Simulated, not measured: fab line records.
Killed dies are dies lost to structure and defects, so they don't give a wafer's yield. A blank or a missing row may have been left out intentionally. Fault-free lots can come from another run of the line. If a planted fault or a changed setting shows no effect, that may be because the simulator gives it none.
Chamber matching || flow berkeley cmos170 || rie diel-04 running UCB170_ACTIVE_ETCH_15: 4 sister chambers
The step etches Si3N4 in CH3F/Ar/O2, stops on SiO2, target depth 242 nm, time 151 s. 14 wafers are shown with their chamber, then 7 later ones without.

== EACH WAFER AND ITS CHAMBER ==
{"wafer": "L951.3", "chamber": 3, "throttle valve pct (%)": 7.81, "drypump motor current A (A)": 6.3, "oes product au (a.u.)": 0.949}
{"wafer": "L951.4", "chamber": 0, "throttle valve pct (%)": 7.88, "drypump motor current A (A)": 5.3, "oes product au (a.u.)": 0.915}
{"wafer": "L951.5", "chamber": 1, "throttle valve pct (%)": 7.77, "drypump motor current A (A)": 5.9, "oes product au (a.u.)": 0.937}
{"wafer": "L953.1", "chamber": 2, "throttle valve pct (%)": 8.26, "drypump motor current A (A)": 5.8, "oes product au (a.u.)": 0.922}
{"wafer": "L953.5", "chamber": 2, "throttle valve pct (%)": 8.26, "drypump motor current A (A)": 5.8, "oes product au (a.u.)": 0.931}
{"wafer": "L953.6", "chamber": 3, "throttle valve pct (%)": 7.81, "drypump motor current A (A)": 6.2, "oes product au (a.u.)": 0.951}
{"wafer": "L956.1", "chamber": 2, "throttle valve pct (%)": 8.26, "drypump motor current A (A)": 5.8, "oes product au (a.u.)": 0.942}
{"wafer": "L956.3", "chamber": 1, "throttle valve pct (%)": 7.79, "drypump motor current A (A)": 5.9, "oes product au (a.u.)": 0.939}
{"wafer": "L956.6", "chamber": 2, "throttle valve pct (%)": 8.26, "drypump motor current A (A)": 5.8, "oes product au (a.u.)": 0.934}
{"wafer": "L957.3", "chamber": 2, "throttle valve pct (%)": 8.25, "drypump motor current A (A)": 5.8, "oes product au (a.u.)": 0.921}
{"wafer": "L957.4", "chamber": 0, "throttle valve pct (%)": 7.86, "drypump motor current A (A)": 5.4, "oes product au (a.u.)": 0.912}
{"wafer": "L957.6", "chamber": 3, "throttle valve pct (%)": 7.82, "drypump motor current A (A)": 6.3, "oes product au (a.u.)": 0.940}
{"wafer": "L959.1", "chamber": 3, "throttle valve pct (%)": 7.81, "drypump motor current A (A)": 6.3, "oes product au (a.u.)": 0.947}
{"wafer": "L959.4", "chamber": 2, "throttle valve pct (%)": 8.26, "drypump motor current A (A)": 5.8, "oes product au (a.u.)": 0.930}

SIGNATURES, as means of the wafers listed above
{"reading": "throttle valve pct", "chamber 0": 7.8700, "chamber 1": 7.7800, "chamber 2": 8.2583, "chamber 3": 7.8125, "scatter within a chamber": 0.00747}
{"reading": "drypump motor current A", "chamber 0": 5.350, "chamber 1": 5.900, "chamber 2": 5.800, "chamber 3": 6.275, "scatter within a chamber": 0.0354}
{"reading": "oes product au", "chamber 0": 0.91350, "chamber 1": 0.93800, "chamber 2": 0.93000, "chamber 3": 0.94675, "scatter within a chamber": 0.00617}
Rule: distance of a wafer from a chamber = root of the sum over the readings of ((wafer's reading minus chamber's mean) / reading's scatter) squared. The wafer belongs to the nearest chamber; if the next one is less than 2 further off, it can't be placed. The scatter: the root of (the sum of the squares of (reading less its chamber's mean) over the shown wafers, divided by (wafers less chambers)).

== WAFERS WITHOUT THEIR CHAMBER ==
{"wafer": "L959.5", "throttle valve pct (%)": 7.80, "drypump motor current A (A)": 6.3, "oes product au (a.u.)": 0.954}
{"wafer": "L968.3", "throttle valve pct (%)": 8.27, "drypump motor current A (A)": 5.8, "oes product au (a.u.)": 0.933}
{"wafer": "L968.4", "throttle valve pct (%)": 7.88, "drypump motor current A (A)": 5.3, "oes product au (a.u.)": 0.916}
{"wafer": "L968.5", "throttle valve pct (%)": 8.25, "drypump motor current A (A)": 5.8, "oes product au (a.u.)": 0.921}
{"wafer": "L972.3", "throttle valve pct (%)": 7.78, "drypump motor current A (A)": 5.9, "oes product au (a.u.)": 0.944}
{"wafer": "L972.4", "throttle valve pct (%)": 8.25, "drypump motor current A (A)": 5.8, "oes product au (a.u.)": 0.932}
{"wafer": "L972.6", "throttle valve pct (%)": 7.80, "drypump motor current A (A)": 6.3, "oes product au (a.u.)": 0.960}

== WHICH CHAMBER EACH WENT THROUGH ==
{"wafer": "L959.5", "from the rows above": 3, "in truth": 3}
{"wafer": "L968.3", "from the rows above": 2, "in truth": 2}
{"wafer": "L968.4", "from the rows above": 0, "in truth": 0}
{"wafer": "L968.5", "from the rows above": 2, "in truth": 2}
{"wafer": "L972.3", "from the rows above": 1, "in truth": 1}
{"wafer": "L972.4", "from the rows above": 2, "in truth": 2}
{"wafer": "L972.6", "from the rows above": 3, "in truth": 3}
Placed correctly: 7 of 7. Not placeable from these rows: 0. Number placed wrongly: 0.
